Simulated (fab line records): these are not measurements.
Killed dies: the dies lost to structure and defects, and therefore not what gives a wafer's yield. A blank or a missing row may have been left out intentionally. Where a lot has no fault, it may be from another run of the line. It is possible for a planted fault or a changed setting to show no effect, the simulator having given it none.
What tool caused it? || flow rit cmos || 13 lots with 39 wafers sampled at 2 steps, on a route of 202 steps

== WHAT EACH GAUGE READ, for each wafer ==
The record holds no reading of a measuring or inspecting step that can be judged against a usual standard deviation.

== WHAT TOOL EACH LOT RAN ON (gives the tool, then ch and the chambers of the sampled wafers, and finally the start) ==
{"lot": "L505", "RIT_NWELL_SOFTBAKE_02": "litho track-03 ch 0, day 1 21:30", "RIT_M1_PROBE_99": "-"}
{"lot": "L506", "RIT_NWELL_SOFTBAKE_02": "litho track-02 ch 0, day 2 01:18", "RIT_M1_PROBE_99": "-"}
{"lot": "L507", "RIT_NWELL_SOFTBAKE_02": "litho track-01 ch 0, day 2 08:23", "RIT_M1_PROBE_99": "-"}
{"lot": "L508", "RIT_NWELL_SOFTBAKE_02": "litho track-01 ch 0, day 2 12:26", "RIT_M1_PROBE_99": "-"}
{"lot": "L512", "RIT_NWELL_SOFTBAKE_02": "litho track-01 ch 0, day 3 13:10", "RIT_M1_PROBE_99": "prober-02, day 5 04:16"}
{"lot": "L514", "RIT_NWELL_SOFTBAKE_02": "litho track-01 ch 0, day 3 22:10", "RIT_M1_PROBE_99": "prober-02, day 5 22:58"}
{"lot": "L517", "RIT_NWELL_SOFTBAKE_02": "litho track-01 ch 0, day 4 09:29", "RIT_M1_PROBE_99": "prober-01, day 6 08:07"}
{"lot": "L519", "RIT_NWELL_SOFTBAKE_02": "litho track-02 ch 0, day 4 22:11", "RIT_M1_PROBE_99": "prober-01, day 6 17:46"}
{"lot": "L520", "RIT_NWELL_SOFTBAKE_02": "litho track-02 ch 0, day 5 05:08", "RIT_M1_PROBE_99": "-"}
{"lot": "L522", "RIT_NWELL_SOFTBAKE_02": "litho track-02 ch 0, day 5 10:32", "RIT_M1_PROBE_99": "-"}
{"lot": "L523", "RIT_NWELL_SOFTBAKE_02": "litho track-02 ch 0, day 5 19:28", "RIT_M1_PROBE_99": "-"}
{"lot": "L524", "RIT_NWELL_SOFTBAKE_02": "litho track-03 ch 0, day 5 23:40", "RIT_M1_PROBE_99": "prober-02, day 7 12:53"}
{"lot": "L525", "RIT_NWELL_SOFTBAKE_02": "litho track-02 ch 0, day 6 02:33", "RIT_M1_PROBE_99": "-"}
- RIT_NWELL_SOFTBAKE_02: time 60 s.
- RIT_M1_PROBE_99

== WHAT THE TOOLS THEMSELVES READ (means of the sampled wafers that have a number; where no wafer has one, the mark that the record gives instead) ==
RIT_NWELL_SOFTBAKE_02. Usual: heater power total W 34.56 W, standard deviation 0.056; plate temp C 89.97 C, standard deviation 0.11.
{"lot": "L505", "tool": "litho track-03", "heater power total W (W)": 34.53, "plate temp C (C)": 90.03, "flag": ""}
{"lot": "L506", "tool": "litho track-02", "heater power total W (W)": 34.59, "plate temp C (C)": 89.96, "flag": ""}
{"lot": "L507", "tool": "litho track-01", "heater power total W (W)": 34.59, "plate temp C (C)": 89.95, "flag": ""}
{"lot": "L508", "tool": "litho track-01", "heater power total W (W)": 34.52, "plate temp C (C)": 89.98, "flag": ""}
{"lot": "L512", "tool": "litho track-01", "heater power total W (W)": 34.91, "plate temp C (C)": 90.58, "flag": "OFF"}
{"lot": "L514", "tool": "litho track-01", "heater power total W (W)": 34.89, "plate temp C (C)": 90.63, "flag": "OFF"}
{"lot": "L517", "tool": "litho track-01", "heater power total W (W)": 34.83, "plate temp C (C)": 90.59, "flag": "OFF"}
{"lot": "L519", "tool": "litho track-02", "heater power total W (W)": 34.63, "plate temp C (C)": 89.97, "flag": ""}
{"lot": "L520", "tool": "litho track-02", "heater power total W (W)": 34.51, "plate temp C (C)": 90.00, "flag": ""}
{"lot": "L522", "tool": "litho track-02", "heater power total W (W)": 34.54, "plate temp C (C)": 89.85, "flag": ""}
{"lot": "L523", "tool": "litho track-02", "heater power total W (W)": 34.59, "plate temp C (C)": 89.92, "flag": ""}
{"lot": "L524", "tool": "litho track-03", "heater power total W (W)": 34.56, "plate temp C (C)": 90.06, "flag": ""}
{"lot": "L525", "tool": "litho track-02", "heater power total W (W)": 34.58, "plate temp C (C)": 90.04, "flag": ""}

RIT_M1_PROBE_99. Usual: killed at contacts 0.1, standard deviation 0.27; killed at front end 6, standard deviation 3; killed dies 7, standard deviation 3; killed open 3.1, standard deviation 2; killed short 3.4, standard deviation 2.
{"lot": "L512", "tool": "prober-02", "killed at contacts": 0.3, "killed at front end": 4, "killed dies": 4, "killed open": 2.0, "killed short": 2.3, "flag": ""}
{"lot": "L514", "tool": "prober-02", "killed at contacts": 0.0, "killed at front end": 4, "killed dies": 4, "killed open": 1.7, "killed short": 2.3, "flag": ""}
{"lot": "L517", "tool": "prober-01", "killed at contacts": 0.0, "killed at front end": 7, "killed dies": 7, "killed open": 4.3, "killed short": 3.0, "flag": ""}
{"lot": "L519", "tool": "prober-01", "killed at contacts": 0.0, "killed at front end": 11, "killed dies": 11, "killed open": 3.0, "killed short": 7.7, "flag": ""}
{"lot": "L524", "tool": "prober-02", "killed at contacts": 0.0, "killed at front end": 6, "killed dies": 6, "killed open": 3.3, "killed short": 2.3, "flag": ""}

== THE ANSWER, worked out from the rows above alone ==
Rule: a lot counts as off when the mean over its wafers that have a number is more than 3 standard deviations away from the usual mean. Also off: a lot with no number at a reading for which 4 or more lots have one. All remaining lots with rows at the step are treated as sound. After the gauges, taken in route order, come the tools' own readings; for these a lot's mean is taken, as printed above. At the first step where some lot is off, the reading lying furthest off is the one used; lots without a number count as furthest.
Off: L512, L514, L517, at RIT_NWELL_SOFTBAKE_02 (heater power total W).
If a tool, at that step or one of the process steps before it, ran each lot that is off and ran no sound lot following the first of them, it fits. One fits: RIT_NWELL_SOFTBAKE_02 on litho track-01. A fault onset in the window from L508 (day 2 12:26, its last sound lot) to L512 (day 3 13:10, its first lot off) fits.
The tool's own readings at RIT_NWELL_SOFTBAKE_02 bear it out: on the lots that are off they differ by more than 5 times the standard deviation of the sound lots' means. heater power total W reads 34.88 W there against 34.56 W on the sound lots; plate temp C reads 90.60 C there against 89.98 C on the sound lots.

== WHAT THE SIMULATOR HAD INSERTED ==
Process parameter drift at RIT_NWELL_SOFTBAKE_02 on litho track-01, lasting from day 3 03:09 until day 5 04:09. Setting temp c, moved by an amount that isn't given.
Struck lots among those shown: L512, L514, L517. Same finding as the rule above.
